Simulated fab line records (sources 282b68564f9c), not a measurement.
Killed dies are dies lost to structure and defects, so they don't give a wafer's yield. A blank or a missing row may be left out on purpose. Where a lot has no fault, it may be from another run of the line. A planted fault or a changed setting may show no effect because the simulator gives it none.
Split-lot study / flow rit cmos / route with 202 steps; 5 lots, 23 wafers read

== ABOUT THE SPLIT ==
At RIT_M1_EXPOSE_06 (exposes mask M12, target cd 2600 nm), the setting dose mj was moved away from the recipe's 250 on 6 of the 23 wafers read, by -7.3% to +6.8%. This setting was run at the recipe's value on the other wafers.

== FROM THE SPLIT TO THE READING: what the file shows between them, 7 steps ==
- RIT_M1_PEB_07
- RIT_M1_DEVELOP_08: develop time 68 s
- RIT_M1_CD_MEAS_09: target cd 2600 nm
- RIT_M1_HARDBAKE_11: time 120 s
- RIT_M1_METAL_ETCH_12: etches Al in Cl2/BCl3, stops on SiO2, time 165 s, target depth 600 nm (also split here: time s)
- RIT_M1_STRIP_13: strips in nmp, time 600 s
- RIT_M1_STRIP_14: strips in O2, time 180 s

== THE READING ==
cd nm, in nm, at RIT_M1_CD_MEAS_90 (target cd 2600 nm). A value of 2601 nm with a standard deviation of 3.2 nm is what fault-free wafers of this fab line usually give.

wafer=L075.1; tool, chamber at the split=iline stepper-01, 0; dose mj as run=250; against the recipe=recipe; cd nm, nm=2598; against lot-mates on the recipe=-
wafer=L075.2; tool, chamber at the split=iline stepper-01, 0; dose mj as run=250; against the recipe=recipe; cd nm, nm=2600; against lot-mates on the recipe=-
wafer=L075.4; tool, chamber at the split=iline stepper-01, 0; dose mj as run=250; against the recipe=recipe; cd nm, nm=2598; against lot-mates on the recipe=-
wafer=L077.1; tool, chamber at the split=iline stepper-02, 0; dose mj as run=261.4; against the recipe=+4.6%; cd nm, nm=2597; against lot-mates on the recipe=-5
wafer=L077.3; tool, chamber at the split=iline stepper-02, 0; dose mj as run=250; against the recipe=recipe; cd nm, nm=2597; against lot-mates on the recipe=-
wafer=L077.4; tool, chamber at the split=iline stepper-02, 0; dose mj as run=261.4; against the recipe=+4.6%; cd nm, nm=2591; against lot-mates on the recipe=-11
wafer=L077.5; tool, chamber at the split=iline stepper-02, 0; dose mj as run=250; against the recipe=recipe; cd nm, nm=2603; against lot-mates on the recipe=-
wafer=L077.6; tool, chamber at the split=iline stepper-02, 0; dose mj as run=250; against the recipe=recipe; cd nm, nm=2607; against lot-mates on the recipe=-
wafer=L079.1; tool, chamber at the split=iline stepper-01, 0; dose mj as run=250; against the recipe=recipe; cd nm, nm=2600; against lot-mates on the recipe=-
wafer=L079.2; tool, chamber at the split=iline stepper-01, 0; dose mj as run=250; against the recipe=recipe; cd nm, nm=2598; against lot-mates on the recipe=-
wafer=L079.3; tool, chamber at the split=iline stepper-01, 0; dose mj as run=250; against the recipe=recipe; cd nm, nm=2598; against lot-mates on the recipe=-
wafer=L079.4; tool, chamber at the split=iline stepper-01, 0; dose mj as run=250; against the recipe=recipe; cd nm, nm=2593; against lot-mates on the recipe=-
wafer=L079.6; tool, chamber at the split=iline stepper-01, 0; dose mj as run=250; against the recipe=recipe; cd nm, nm=2596; against lot-mates on the recipe=-
wafer=L082.1; tool, chamber at the split=iline stepper-01, 0; dose mj as run=231.8; against the recipe=-7.3%; cd nm, nm=2621; against lot-mates on the recipe=+21
wafer=L082.2; tool, chamber at the split=iline stepper-01, 0; dose mj as run=250; against the recipe=recipe; cd nm, nm=2600; against lot-mates on the recipe=-
wafer=L082.4; tool, chamber at the split=iline stepper-01, 0; dose mj as run=250; against the recipe=recipe; cd nm, nm=2601; against lot-mates on the recipe=-
wafer=L082.5; tool, chamber at the split=iline stepper-01, 0; dose mj as run=250; against the recipe=recipe; cd nm, nm=2600; against lot-mates on the recipe=-
wafer=L082.6; tool, chamber at the split=iline stepper-01, 0; dose mj as run=231.8; against the recipe=-7.3%; cd nm, nm=2622; against lot-mates on the recipe=+22
wafer=L084.1; tool, chamber at the split=iline stepper-02, 0; dose mj as run=267.1; against the recipe=+6.8%; cd nm, nm=2592; against lot-mates on the recipe=-14
wafer=L084.2; tool, chamber at the split=iline stepper-02, 0; dose mj as run=250; against the recipe=recipe; cd nm, nm=2603; against lot-mates on the recipe=-
wafer=L084.3; tool, chamber at the split=iline stepper-02, 0; dose mj as run=250; against the recipe=recipe; cd nm, nm=2609; against lot-mates on the recipe=-
wafer=L084.5; tool, chamber at the split=iline stepper-02, 0; dose mj as run=250; against the recipe=recipe; cd nm, nm=2607; against lot-mates on the recipe=-
wafer=L084.6; tool, chamber at the split=iline stepper-02, 0; dose mj as run=267.1; against the recipe=+6.8%; cd nm, nm=2583; against lot-mates on the recipe=-23

FIT RESULTS
A straight line over all 23 wafers: cd nm changes by -2.28 nm for each +1% of dose mj; r = -0.87; the points scatter about the line by 4.4 nm.
The same after taking each lot's own level away (the mean of its wafers on the recipe; 23 wafers): -2.68 nm for each +1%; r = -0.95; scatter 3 nm.
On that fit, the largest move of dose mj shifts the reading by 19 nm.
From 2597.0 to 2606.3 nm: that is the span of the lots' own levels, equal to 2.9 times the standard deviation above.
Thus the slope moves with the lot-to-lot level: the two fits are different.
Check: +19.6 nm against its lot-mates is what the line predicts for one of the wafers moved furthest among these (-7.3%) when that wafer is left out of the fit. It came out at +20.7 nm against them.

== OTHER SPLITS APPLIED TO THESE WAFERS ==
Before the reading, these wafers also passed through other splits. Each is held against what the fit with the lots' levels taken away leaves over:
other split on the same wafers=RIT_CONTACT_DEVELOP_07 develop time s; wafers away from the commonest value=7; r with cd nm (lot level and that fit taken away)=-0.07
other split on the same wafers=RIT_M1_COAT_04 resist thk nm; wafers away from the commonest value=4; r with cd nm (lot level and that fit taken away)=+0.49
other split on the same wafers=RIT_M1_METAL_ETCH_12 time s; wafers away from the commonest value=10; r with cd nm (lot level and that fit taken away)=+0.08

== THE WHOLE CHAIN: every reading that the file lists as answering this split, in the file's order ==
step=RIT_M1_CD_MEAS_09; what it does=target cd 2600 nm; reading=cd nm; change (the file's fit)=-2.91 nm for each +1% of the setting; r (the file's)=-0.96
step=RIT_M1_METAL_ETCH_12; what it does=etches Al in Cl2/BCl3, stops on SiO2, time 165 s, target depth 600 nm; reading=M1.cd nm (the simulator's own value, which no gauge read); change (the file's fit)=-2.64 nm for each +1% of the setting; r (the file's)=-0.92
step=RIT_M1_CD_MEAS_90; what it does=target cd 2600 nm; reading=cd nm; change (the file's fit)=-2.63 nm for each +1% of the setting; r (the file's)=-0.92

== THE FILE'S OWN FIT ==
cd nm changes by -2.63 nm for each +1% of dose mj, r = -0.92.
